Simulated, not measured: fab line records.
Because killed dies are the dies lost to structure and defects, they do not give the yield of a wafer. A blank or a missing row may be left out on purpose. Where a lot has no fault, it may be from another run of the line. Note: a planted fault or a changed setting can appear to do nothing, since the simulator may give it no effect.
Split-lot trial | flow ritCmos | 23 wafers read from 5 lots, route of 202 steps

## ABOUT THE SPLIT
At RIT_NWELL_COAT_01 (resist thk 1300 nm), the setting spinRpm was moved away from the recipe's 2000 rpm on 12 of the 23 wafers read, by -2.4% to +7.3%. This setting was run at the recipe's value on the other wafers.

## FROM THE SPLIT TO THE READING: what the file shows between them, 3 steps
- RIT_NWELL_SOFTBAKE_02: time 60 s
- RIT_NWELL_EXPOSE_03: exposes mask M2, target cd 43900 nm
- RIT_NWELL_DEVELOP_05: develop time 68 s

## THE READING
NOVOLAK_of_NWELL_COAT_01.thkNm (the simulator's own value, which no gauge read), in nm, at RIT_NWELL_HARDBAKE_07 (time 120 s). The file does not state a usual value for it. Across the 11 wafers here that went through the recipe, the average is 1138 nm and the standard deviation 2 nm.

wafer  | tool, chamber at the split | spinRpm as run, rpm | against the recipe | NOVOLAK_of_NWELL_COAT_01.thkNm, nm | against lot-mates on the recipe
L075.1 | lithoTrack-04, 0           | 2000                | recipe             | 1138                               | -
L075.2 | lithoTrack-04, 0           | 2075                | +3.8%              | 1118                               | -19
L075.6 | lithoTrack-04, 0           | 2075                | +3.8%              | 1118                               | -19
L075.4 | lithoTrack-04, 0           | 2075                | +3.8%              | 1117                               | -20
L075.5 | lithoTrack-04, 0           | 2000                | recipe             | 1136                               | -
L080.1 | lithoTrack-04, 0           | 2080                | +4.0%              | 1117                               | -21
L080.2 | lithoTrack-04, 0           | 2080                | +4.0%              | 1112                               | -26
L080.3 | lithoTrack-04, 0           | 2000                | recipe             | 1138                               | -
L080.6 | lithoTrack-04, 0           | 2000                | recipe             | 1138                               | -
L080.5 | lithoTrack-04, 0           | 2080                | +4.0%              | 1116                               | -22
L081.1 | lithoTrack-01, 0           | 1951                | -2.4%              | 1151                               | +12
L081.5 | lithoTrack-01, 0           | 1951                | -2.4%              | 1151                               | +12
L081.2 | lithoTrack-01, 0           | 2000                | recipe             | 1140                               | -
L081.4 | lithoTrack-01, 0           | 2000                | recipe             | 1139                               | -
L081.6 | lithoTrack-01, 0           | 1951                | -2.4%              | 1154                               | +14
L084.1 | lithoTrack-02, 0           | 2000                | recipe             | 1138                               | -
L084.3 | lithoTrack-02, 0           | 2000                | recipe             | 1134                               | -
L084.4 | lithoTrack-02, 0           | 2147                | +7.3%              | 1100                               | -36
L084.5 | lithoTrack-02, 0           | 2147                | +7.3%              | 1098                               | -38
L084.6 | lithoTrack-02, 0           | 2147                | +7.3%              | 1101                               | -35
L085.3 | lithoTrack-02, 0           | 2000                | recipe             | 1141                               | -
L085.4 | lithoTrack-02, 0           | 2000                | recipe             | 1141                               | -
L085.5 | lithoTrack-02, 0           | 2000                | recipe             | 1138                               | -

THE FIT
A straight line over all 23 wafers: NOVOLAK_of_NWELL_COAT_01.thkNm changes by -5.41 nm for each +1% of spinRpm; r = -0.99; the points scatter about the line by 2 nm.
The same after taking each lot's own level away (the mean of its wafers on the recipe; 23 wafers): -5.1 nm for each +1%; r = -0.99; scatter 1.8 nm.
The reading moves by 37 nm for the largest change in spinRpm, on that fit.
From 1136.0 to 1140.0 nm: that is the span of the lots' own levels, equal to 2.0 times the standard deviation above.
So the lot-to-lot level changes the slope little: the two slopes agree.
Check: with one of the wafers moved furthest among these (+7.3%) left out of the fit, the line predicts -38.1 nm for it against its lot-mates. Against them it came out at -36 nm.

## THESE WAFERS: OTHER SPLITS
Note: prior to the reading, these wafers also went through further splits. Each is held against what the fit with the lots' levels taken away leaves over:
other split on the same wafers  | wafers away from the commonest value | r with NOVOLAK_of_NWELL_COAT_01.thkNm (lot level and that fit taken away)
RIT_ACTIVE_OXIDATION_01 oxTimeS | 10                                   | -0.31
RIT_FOX2_OXIDATION_00 oxTimeS   | 15                                   | +0.27

## THE WHOLE CHAIN: every reading that the file lists as answering this split, in the file's order
step                  | what it does       | reading                                                                         | change (the file's fit)              | r (the file's)
RIT_NWELL_COAT_01     | resist thk 1300 nm | NOVOLAK_of_NWELL_COAT_01.thkNm (the simulator's own value, which no gauge read) | -5.97 nm for each +1% of the setting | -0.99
RIT_NWELL_HARDBAKE_07 | time 120 s         | NOVOLAK_of_NWELL_COAT_01.thkNm (the simulator's own value, which no gauge read) | -5.13 nm for each +1% of the setting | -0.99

## FILE'S OWN FIT
NOVOLAK_of_NWELL_COAT_01.thkNm changes by -5.13 nm for each +1% of spinRpm, r = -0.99.
